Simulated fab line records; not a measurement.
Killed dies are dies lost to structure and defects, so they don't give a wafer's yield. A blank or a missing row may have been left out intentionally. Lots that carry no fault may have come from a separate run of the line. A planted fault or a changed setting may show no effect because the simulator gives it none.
Comparing a struck lot with a sound one	flow rit_cmos	6 out of 202 route steps
Sound: these wafers, L968.2, L968.3, L968.6. The struck wafers were L983.2, L983.3, L983.6. The cause comes at the end.
Order at every step that has rows: each side's tool, ch and its chambers, its first start. Under that, the readings that differ: sound wafers	struck wafers	difference of the means	sigmas: that difference in standard deviations of wafers without a fault.
alike: words and numbers the same on both sides, and readings whose means are apart by under 2 such deviations; not compared: readings that were withheld, readings missing a value for some wafer, numbers with overlapping values and no deviation given by the record, and bounds like >300 which may hide the same value.
The two part at a step that has a row with sigmas, a row that says differs or no value, or rows on one side only. Non-overlapping numbers with no deviation appear without sigmas and do not part them. A reading that every wafer of one side lacks parts them only if that side has two wafers or more.

RIT_ACTIVE_BOW_MEAS_00:
  sound on film_metro-04, day 1 10:01; struck on film_metro-01, day 4 13:01
  alike: INCOMING_BOW
then, 1 step without rows for these wafers: RIT_ACTIVE_OXIDATION_01 (target thk 46.8 nm, ox time 3360 s).
RIT_ACTIVE_THK_MEAS_02:
  sound on film_metro-01, day 1 13:41; struck on film_metro-01, day 4 15:44
  alike: ACTIVE_OXIDE_THK
RIT_ACTIVE_CVD_03: deposits Si3N4 from SiH2Cl2/NH3, target thk 150 nm, time 1500 s.
  sound on lpcvd-02 ch 1, day 1 13:44; struck on lpcvd-02 ch 0, day 4 18:05
RIT_ACTIVE_THK_MEAS_04:
  sound on film_metro-01, day 1 15:10; struck on film_metro-04, day 4 20:31
reading	sound	struck	difference	sigmas
ACTIVE_NITRIDE_THK (nm)	148.7 148.5 147.0	296.2 296.9 297.7	+148.9	+99 or more
next, for these wafers, 1 step has no rows: RIT_M1_PROBE_99.

## WHERE THEY PART
Only at RIT_ACTIVE_THK_MEAS_04, as far as this record shows.

WHY: the cause the simulator had injected
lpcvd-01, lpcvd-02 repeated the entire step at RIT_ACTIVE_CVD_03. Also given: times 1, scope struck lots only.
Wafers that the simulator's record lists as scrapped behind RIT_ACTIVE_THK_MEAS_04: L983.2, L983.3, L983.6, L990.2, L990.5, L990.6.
